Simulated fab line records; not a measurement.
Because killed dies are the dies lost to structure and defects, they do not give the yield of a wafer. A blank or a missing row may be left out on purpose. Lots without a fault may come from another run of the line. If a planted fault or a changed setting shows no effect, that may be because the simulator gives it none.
Chamber matching -- flow berkeleyCmos170 -- 4 sister chambers for UCB170_ACTIVE_ETCH_15 on rieDiel-03
The step etches Si3N4 in CH3F/Ar/O2, stops on SiO2, target depth 242 nm, time 151 s. 16 wafers are shown with their chamber, then 8 later ones without.

== WAFERS WITH THEIR CHAMBER ==
wafer,chamber,throttleValvePct (%),drypumpMotorCurrentA (A),oesProductAu (a.u.)
L075.1,2,8.04,5.8,0.938
L075.4,0,7.86,6.2,0.976
L075.5,0,7.86,6.2,0.982
L078.2,0,7.86,6.2,0.974
L078.5,1,8.20,5.7,0.937
L078.6,2,8.05,5.7,0.937
L083.2,2,8.05,5.7,0.933
L083.3,1,8.20,5.7,0.934
L083.4,3,8.04,5.7,0.923
L086.2,2,8.04,5.7,0.943
L086.5,2,8.05,5.7,0.940
L086.6,3,8.03,5.7,0.926
L088.3,3,8.02,5.7,0.924
L088.4,2,8.04,5.7,0.929
L088.5,3,8.02,5.7,0.926
L091.2,3,8.03,5.7,0.916

SIGNATURES, as means of the wafers listed above
reading,chamber 0,chamber 1,chamber 2,chamber 3,scatter within a chamber
throttleValvePct,7.8600,8.2000,8.0450,8.0280,0.00599
drypumpMotorCurrentA,6.200,5.700,5.717,5.700,0.0264
oesProductAu,0.97733,0.93550,0.93667,0.92300,0.0044
Rule: for a wafer and a chamber, the distance is found by dividing, reading by reading, the gap between the wafer's reading and the chamber's mean by the reading's scatter, squaring, summing and taking the root. The wafer belongs to the nearest chamber; if the next one is less than 2 further off, it can't be placed. How the scatter is found: for the shown wafers, subtract from each reading the mean of its chamber, square and add these, divide the total by (wafers less chambers), then take the root.

== WAFERS WITHOUT THEIR CHAMBER ==
wafer,throttleValvePct (%),drypumpMotorCurrentA (A),oesProductAu (a.u.)
L091.3,8.04,5.7,0.935
L091.5,8.04,5.7,0.932
L092.1,8.21,5.7,0.927
L092.3,7.86,6.2,0.945
L092.5,8.21,5.7,0.933
L097.2,8.03,5.7,0.917
L097.3,8.05,5.7,0.934
L097.6,8.02,5.7,0.919

== THE CHAMBER EACH PASSED THROUGH ==
wafer,from the rows above,in truth
L091.3,2,2
L091.5,can't be placed: 2 or 3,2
L092.1,1,1
L092.3,0,0
L092.5,1,1
L097.2,3,3
L097.3,2,2
L097.6,3,3
Placed correctly: 7 of 8. From these rows, 1 cannot be placed; in 1 the true chamber is one of the candidates. Number placed wrongly: 0.
